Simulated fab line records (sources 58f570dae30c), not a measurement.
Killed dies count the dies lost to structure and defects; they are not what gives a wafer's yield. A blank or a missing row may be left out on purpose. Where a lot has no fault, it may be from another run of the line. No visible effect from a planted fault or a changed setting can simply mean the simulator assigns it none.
What tool caused it? ; flow berkeley-cmos170 ; 15 lots, 45 wafers sampled, at 5 steps of a route of 331

== WHAT EACH GAUGE READ, for each wafer ==
UCB170_FIELD_THK_MEAS_91.
lot;measured;on;FIELD_OXIDE_LEFT_2_THK (nm)
L507;day 6 21:23;film-metro-04;354 357 354
L508;day 7 13:56;film-metro-04;367 364 348
L509;day 7 14:04;film-metro-04;368 349 364
L511;day 7 14:17;film-metro-03;368 368 371
L510;day 7 14:26;film-metro-03;354 363 364
L514;day 8 05:16;film-metro-04;344 341 348
L512;day 8 05:17;film-metro-02;344 350 351
L521;day 10 04:27;film-metro-04;354 355 355
L523;day 10 04:43;film-metro-03;361 370 363
L522;day 10 04:57;film-metro-02;358 354 363
L524;day 10 05:11;film-metro-03;339 351 352
L525;day 10 22:50;film-metro-03;352 351 348
L529;day 11 05:23;film-metro-04;366 376 375
L527;day 11 05:34;film-metro-04;353 363 366
L530;day 11 23:35;film-metro-02;347 355 350

UCB170_NSD_TW_MEAS_10.
lot;measured;on;NSD_TW
L507;day 8 05:35;film-metro-01;4254 4245 4248
L508;day 8 21:14;film-metro-02;4135 4160 4153
L509;day 8 21:58;film-metro-02;4147 4145 4159
L511;day 8 21:47;film-metro-01;4228 4231 4258
L510;day 8 21:58;film-metro-04;4182 4163 4211
L514;day 9 14:50;film-metro-02;4169 4165 4167
L512;day 9 15:20;film-metro-04;4184 4187 4159
L521;day 11 08:17;film-metro-02;4163 4160 4157
L523;day 11 08:24;film-metro-04;4155 4123 4158
L522;day 11 08:56;film-metro-02;4162 4185 4168
L524;day 11 08:40;film-metro-04;4152 4162 4144
L525;day 12 12:08;film-metro-04;4149 4131 4149
L529;day 12 12:14;film-metro-01;4238 4220 4251
L527;day 12 12:35;film-metro-02;4176 4173 4176
L530;day 13 05:11;film-metro-01;4184 4213 4188

UCB170_CONTACT_CD_MEAS_15 targets a cd of 700 nm.
lot;measured;on;cd-nm (nm)
L507;day 8 12:35;cd-sem-02;699.3 698.6 698.5
L508;day 9 03:22;cd-sem-01;700.2 699.6 700.1
L509;day 9 05:20;cd-sem-02;701.4 702.1 703.4
L511;day 9 03:40;cd-sem-02;698.6 698.2 699.1
L510;day 9 05:03;cd-sem-01;703.7 703.2 703.2
L514;day 9 21:28;cd-sem-02;698.7 698.9 700.1
L512;day 9 22:49;cd-sem-01;699.9 699.3 699.4
L521;day 11 14:07;cd-sem-01;700.6 699.5 701.2
L523;day 11 15:07;cd-sem-02;698.5 699.2 698.3
L522;day 11 17:14;cd-sem-02;700.5 700.1 699.6
L524;day 11 17:07;cd-sem-02;700.4 698.6 700.4
L525;day 12 22:11;cd-sem-01;698.6 696.9 697.7
L529;day 12 22:19;cd-sem-02;701.9 701.2 701.4
L527;day 12 22:38;cd-sem-02;700.7 703.0 699.8
L530;day 13 15:52;cd-sem-01;703.1 703.6 702.1

== EACH LOT AND THE TOOL THAT RAN IT (in order: tool; ch and the chambers of the sampled wafers; start) ==
lot;UCB170_BACKSIDE_COAT_01;UCB170_BACKSIDE_STRIP_03
L507;litho-track-04 ch 0, day 8 06:14;plasma-asher-04 ch 0,1, day 8 06:32
L508;litho-track-01 ch 0, day 8 21:37;plasma-asher-02 ch 1, day 8 21:55
L509;litho-track-04 ch 0, day 8 22:22;plasma-asher-03 ch 0,1, day 8 22:38
L511;litho-track-02 ch 0, day 8 22:11;plasma-asher-02 ch 0,1, day 8 22:28
L510;litho-track-01 ch 0, day 8 22:31;plasma-asher-04 ch 0,1, day 8 22:49
L514;litho-track-02 ch 0, day 9 15:27;plasma-asher-03 ch 0,1, day 9 15:44
L512;litho-track-02 ch 0, day 9 15:57;plasma-asher-04 ch 0,1, day 9 16:13
L521;litho-track-02 ch 0, day 11 08:41;plasma-asher-03 ch 0,1, day 11 08:59
L523;litho-track-02 ch 0, day 11 09:08;plasma-asher-02 ch 0,1, day 11 09:26
L522;litho-track-02 ch 0, day 11 09:35;plasma-asher-03 ch 0,1, day 11 09:53
L524;litho-track-01 ch 0, day 11 09:16;plasma-asher-03 ch 0,1, day 11 09:34
L525;litho-track-01 ch 0, day 12 15:33;plasma-asher-04 ch 0,1, day 12 15:49
L529;litho-track-04 ch 0, day 12 15:29;plasma-asher-03 ch 0,1, day 12 15:47
L527;litho-track-01 ch 0, day 12 15:56;plasma-asher-04 ch 0,1, day 12 16:14
L530;litho-track-01 ch 0, day 13 06:44;plasma-asher-04 ch 0,1, day 13 07:02
- UCB170_BACKSIDE_COAT_01: resist thk 900 nm.
- UCB170_BACKSIDE_STRIP_03: strips in O2.

== AS READ BY THE TOOLS THEMSELVES (means over the sampled wafers that have a number; for cases with no such wafer, the mark the record gives instead) ==
UCB170_BACKSIDE_COAT_01.
lot;tool;resist-line-temp-C (C)
L507;litho-track-04;23.03
L508;litho-track-01;22.86
L509;litho-track-04;23.08
L511;litho-track-02;23.02
L510;litho-track-01;23.20
L514;litho-track-02;22.87
L512;litho-track-02;22.87
L521;litho-track-02;23.14
L523;litho-track-02;23.12
L522;litho-track-02;23.10
L524;litho-track-01;22.94
L525;litho-track-01;23.05
L529;litho-track-04;23.11
L527;litho-track-01;23.04
L530;litho-track-01;23.08

UCB170_BACKSIDE_STRIP_03.
lot;tool;drypump-motor-current-A (A);oes-product-au (a.u.);strip-time-to-endpoint-s (s)
L507;plasma-asher-04;5.6;0.737;21.91
L508;plasma-asher-02;5.8;0.737;22.04
L509;plasma-asher-03;5.7;0.733;21.89
L511;plasma-asher-02;5.3;0.737;21.94
L510;plasma-asher-04;5.6;0.735;21.89
L514;plasma-asher-03;5.3;0.740;22.00
L512;plasma-asher-04;5.6;0.739;22.02
L521;plasma-asher-03;5.7;0.734;22.65
L523;plasma-asher-02;5.3;0.739;22.63
L522;plasma-asher-03;5.3;0.734;22.48
L524;plasma-asher-03;5.3;0.732;21.95
L525;plasma-asher-04;5.5;0.738;22.15
L529;plasma-asher-03;5.3;0.735;21.95
L527;plasma-asher-04;5.6;0.740;21.97
L530;plasma-asher-04;5.5;0.734;22.06

== THE ANSWER, worked out from the rows above alone ==
Rule: the lots themselves supply what counts as usual. Put in order of their means at a reading, lots are off if they are a third of the lots or fewer, leave a main group of 4 or more, and stand apart from it by a gap of 3 or more times the standard deviation of the main group's means; of several such gaps the widest counts. Not used: any main group whose means are identical at the precision the tables above print for the reading. A lot without any number at a reading at which 4 lots or more have one is off too. All remaining lots with rows at the step are treated as sound. Order of review: gauges by route order, followed by the tools' own readings, for which a lot's mean as printed above is used. The first step at which some lot is off is used, and at that step the reading that is off furthest; a lot without a number counts as furthest.
Off: L521, L523, L522, at UCB170_BACKSIDE_STRIP_03 (strip-time-to-endpoint-s). For the main group the mean is 21.98 s and the standard deviation 0.074.
If a tool, at that step or one of the process steps before it, ran each lot that is off and ran no sound lot following the first of them, it fits. One fits: litho-track-02 at UCB170_BACKSIDE_COAT_01. Its last sound lot is L512 (day 9 15:57), its first lot that is off L521 (day 11 08:41): a fault that began between those two fits.

== WHAT HAD BEEN PUT IN BY THE SIMULATOR ==
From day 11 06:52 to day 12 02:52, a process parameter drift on litho-track-02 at UCB170_BACKSIDE_COAT_01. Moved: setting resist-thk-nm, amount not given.
Lots struck among those shown: L521, L523, L522. The rule above reached the same finding.
